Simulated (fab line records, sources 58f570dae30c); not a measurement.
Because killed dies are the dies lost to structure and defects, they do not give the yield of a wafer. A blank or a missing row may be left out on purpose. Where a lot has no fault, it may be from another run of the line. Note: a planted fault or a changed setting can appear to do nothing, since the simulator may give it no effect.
Split-lot study | flow berkeley cmos170 | route with 331 steps; 5 lots, 23 wafers read

THE SPLIT ITSELF
At UCB170_NVT_COAT_01 (resist thk 900 nm), the setting resist thk nm was moved away from the recipe's 900 nm on 10 of the 23 wafers read, by -2.1% to +4.7%. For the rest of the wafers, this setting stayed at what the recipe calls for.

The reading is taken at the split's own step.

THE READING
KrF_of_NVT_COAT_01.thk nm (the simulator's own value, which no gauge read), in nm, at UCB170_NVT_COAT_01 (resist thk 900 nm). The file does not state a usual value for it. Across the 13 wafers here that went through the recipe, the average is 899.5 nm and the standard deviation 2.1 nm.

wafer  | tool, chamber at the split | resist thk nm as run, nm | against the recipe | KrF_of_NVT_COAT_01.thk nm, nm | against lot-mates on the recipe
L075.1 | litho track-01, 0          | 900                      | recipe             | 900.3                         | -
L075.3 | litho track-01, 0          | 886.1                    | -1.5%              | 884                           | -14.7
L075.4 | litho track-01, 0          | 900                      | recipe             | 898.1                         | -
L075.5 | litho track-01, 0          | 886.1                    | -1.5%              | 884.2                         | -14.5
L075.6 | litho track-01, 0          | 900                      | recipe             | 897.7                         | -
L076.2 | litho track-03, 0          | 923.8                    | +2.6%              | 923.9                         | +25.2
L076.3 | litho track-03, 0          | 900                      | recipe             | 898.1                         | -
L076.4 | litho track-03, 0          | 923.8                    | +2.6%              | 924.2                         | +25.5
L076.5 | litho track-03, 0          | 900                      | recipe             | 899.2                         | -
L076.6 | litho track-03, 0          | 923.8                    | +2.6%              | 923.1                         | +24.4
L082.2 | litho track-02, 0          | 900                      | recipe             | 898                           | -
L082.4 | litho track-02, 0          | 900                      | recipe             | 899                           | -
L082.5 | litho track-02, 0          | 900                      | recipe             | 897.4                         | -
L083.1 | litho track-02, 0          | 880.7                    | -2.1%              | 882.1                         | -20.7
L083.2 | litho track-02, 0          | 880.7                    | -2.1%              | 883.5                         | -19.3
L083.3 | litho track-02, 0          | 900                      | recipe             | 901.2                         | -
L083.4 | litho track-02, 0          | 900                      | recipe             | 903.2                         | -
L083.6 | litho track-02, 0          | 900                      | recipe             | 904.1                         | -
L084.2 | litho track-01, 0          | 942.2                    | +4.7%              | 939.6                         | +40.7
L084.3 | litho track-01, 0          | 900                      | recipe             | 899.8                         | -
L084.4 | litho track-01, 0          | 942.2                    | +4.7%              | 942.3                         | +43.4
L084.5 | litho track-01, 0          | 900                      | recipe             | 898                           | -
L084.6 | litho track-01, 0          | 942.2                    | +4.7%              | 940.6                         | +41.7

THE FIT
A straight line over all 23 wafers: KrF_of_NVT_COAT_01.thk nm changes by +8.82 nm for each +1% of resist thk nm; r = +0.99; the points scatter about the line by 1.9 nm.
The same after taking each lot's own level away (the mean of its wafers on the recipe; 23 wafers): +9.13 nm for each +1%; r = +1.00; scatter 1 nm.
According to that fit, moving resist thk nm by its largest amount changes the reading by 43 nm.
Measured against the standard deviation above, the lots' own levels, which go from 898.13 to 902.83 nm, span 2.3 times it.
Consequently the slope shifts little with the lot-to-lot level, the two slopes agreeing.
Check: +43.3 nm against its lot-mates is what the line predicts for one of the wafers moved furthest among these (+4.7%) when that wafer is left out of the fit. It came out at +40.7 nm against them.

THE OTHER SPLITS THESE WAFERS WENT THROUGH
These wafers also went through other splits before the reading. Each is held against what the fit with the lots' levels taken away leaves over:
other split on the same wafers      | wafers away from the commonest value | r with KrF_of_NVT_COAT_01.thk nm (lot level and that fit taken away)
UCB170_NWELL_OXIDATION_01 temp c    | 18                                   | -0.21
UCB170_PWELL_PEB_11 peb temp c      | 8                                    | +0.11
UCB170_PWELL_ETCH_14 rf w           | 10                                   | -0.33
UCB170_ACTIVE_COAT_08 resist thk nm | 7                                    | +0.15
UCB170_ACTIVE_EXPOSE_10 dose mj     | 2                                    | +0.19

THE WHOLE CHAIN: every reading that the file lists as answering this split, in the file's order
step                | what it does      | reading                                                                    | change (the file's fit)              | r (the file's)
UCB170_NVT_COAT_01  | resist thk 900 nm | KrF_of_NVT_COAT_01.thk nm (the simulator's own value, which no gauge read) | +9.13 nm for each +1% of the setting | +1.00
UCB170_NVT_STRIP_08 | strips in O2      | strip time to endpoint s                                                   | withheld for each +1% of the setting | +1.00

THE FILE'S OWN FIT
KrF_of_NVT_COAT_01.thk nm changes by +9.13 nm for each +1% of resist thk nm, r = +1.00.
